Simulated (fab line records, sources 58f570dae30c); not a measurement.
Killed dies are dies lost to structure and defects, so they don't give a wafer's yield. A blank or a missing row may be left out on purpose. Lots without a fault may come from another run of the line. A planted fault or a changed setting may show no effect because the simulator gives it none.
Tool commonality check | flow berkeley_cmos170 | 14 lots, 42 wafers sampled

WHY IT WAS OPENED
At UCB170_GATE_CD_MEAS_12 the reading cd_nm is flagged on 2 of 14 lots. Wafers without a fault read 350.1 nm, standard deviation 1.4.
Rule: a lot is flagged when every wafer of it that has a number lies more than 4 standard deviations from that mean, or none has a number. The other lots count as sound.

lot  | measured     | on        | cd_nm (nm), wafer by wafer | flag
L844 | day 5 10:34  | cd_sem-02 | 351.4 349.9 350.2          |
L845 | day 6 07:26  | cd_sem-02 | 349.6 349.4 350.8          |
L847 | day 6 16:20  | cd_sem-01 | 351.1 350.9 351.5          |
L846 | day 6 16:59  | cd_sem-02 | 352.7 352.0 350.4          |
L849 | day 6 19:23  | cd_sem-01 | 350.7 352.5 351.7          |
L851 | day 7 19:17  | cd_sem-01 | 350.6 351.2 351.7          |
L853 | day 8 03:06  | cd_sem-01 | 430.7 431.5 430.5          | FLAGGED
L858 | day 8 19:58  | cd_sem-01 | 432.4 432.5 433.4          | FLAGGED
L860 | day 9 16:27  | cd_sem-02 | 352.4 352.9 351.9          |
L861 | day 9 22:45  | cd_sem-01 | 351.2 351.0 351.8          |
L862 | day 10 07:41 | cd_sem-02 | 347.8 350.0 349.9          |
L863 | day 10 07:47 | cd_sem-01 | 351.5 350.2 351.0          |
L864 | day 10 12:55 | cd_sem-01 | 350.1 350.8 349.4          |
L866 | day 10 20:28 | cd_sem-01 | 349.9 350.5 349.8          |
The numbers of the flagged lots are 431.8 nm on average: +81.7 nm against the usual, or +58 standard deviations.

WHICH TOOL RAN EACH LOT
The record holds 1 process step before the reading, out of a route of 331 steps. In each cell: the tool, then ch and the chambers that the sampled wafers went through, then the start.
lot  | flag    | UCB170_GATE_PEB_10
L844 |         | litho_track-02 ch 0, day 5 10:17
L845 |         | litho_track-02 ch 0, day 6 07:10
L847 |         | litho_track-02 ch 0, day 6 16:04
L846 |         | litho_track-01 ch 0, day 6 16:43
L849 |         | litho_track-01 ch 0, day 6 19:07
L851 |         | litho_track-02 ch 0, day 7 19:01
L853 | FLAGGED | litho_track-02 ch 0, day 8 02:49
L858 | FLAGGED | litho_track-02 ch 0, day 8 19:37
L860 |         | litho_track-03 ch 0, day 9 16:11
L861 |         | litho_track-01 ch 0, day 9 22:29
L862 |         | litho_track-03 ch 0, day 10 07:25
L863 |         | litho_track-01 ch 0, day 10 07:30
L864 |         | litho_track-01 ch 0, day 10 12:39
L866 |         | litho_track-01 ch 0, day 10 20:08
What these steps do:
- UCB170_GATE_PEB_10
- UCB170_GATE_CD_MEAS_12: target cd 350 nm.

FLAGGED OVER TOTAL, TOOL BY TOOL (the gauges that took the reading come last)
step                   | tool           | lots run | flagged | share of the flagged lots | sound lots run after its first flagged lot
UCB170_GATE_PEB_10     | litho_track-01 | 6        | 0       | none                      | -
UCB170_GATE_PEB_10     | litho_track-02 | 6        | 2       | all                       | 0
UCB170_GATE_PEB_10     | litho_track-03 | 2        | 0       | none                      | -
UCB170_GATE_CD_MEAS_12 | cd_sem-01      | 9        | 2       | all                       | 4 (L861,L863,L864,L866)
UCB170_GATE_CD_MEAS_12 | cd_sem-02      | 5        | 0       | none                      | -

WHAT THE TABLE ALLOWS
2 rows of the table ran every flagged lot: litho_track-02 at UCB170_GATE_PEB_10, cd_sem-01 at UCB170_GATE_CD_MEAS_12.
- litho_track-02 at UCB170_GATE_PEB_10: 2 of its 6 lots flagged. Its last sound lot is L851 (day 7 19:01), its first flagged lot L853 (day 8 02:49): a fault that began between those two fits. Its own readings lie more than 4 standard deviations out on every wafer of the flagged lots: heater_power_total_W, plate_temp_C.
- cd_sem-01 at UCB170_GATE_CD_MEAS_12: 2 of its 9 lots flagged. Sound lots ran on it after the first flagged one (L861, L863, L864, L866), which a lasting fault on the whole tool wouldn't allow.
One tool is left: litho_track-02 at UCB170_GATE_PEB_10.

WHAT THE SIMULATOR HAD PUT IN
Process parameter drift: litho_track-02, from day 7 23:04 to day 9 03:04, at UCB170_GATE_PEB_10. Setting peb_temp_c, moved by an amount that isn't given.
Lots struck among those shown: L853, L858. The rule above found the same.
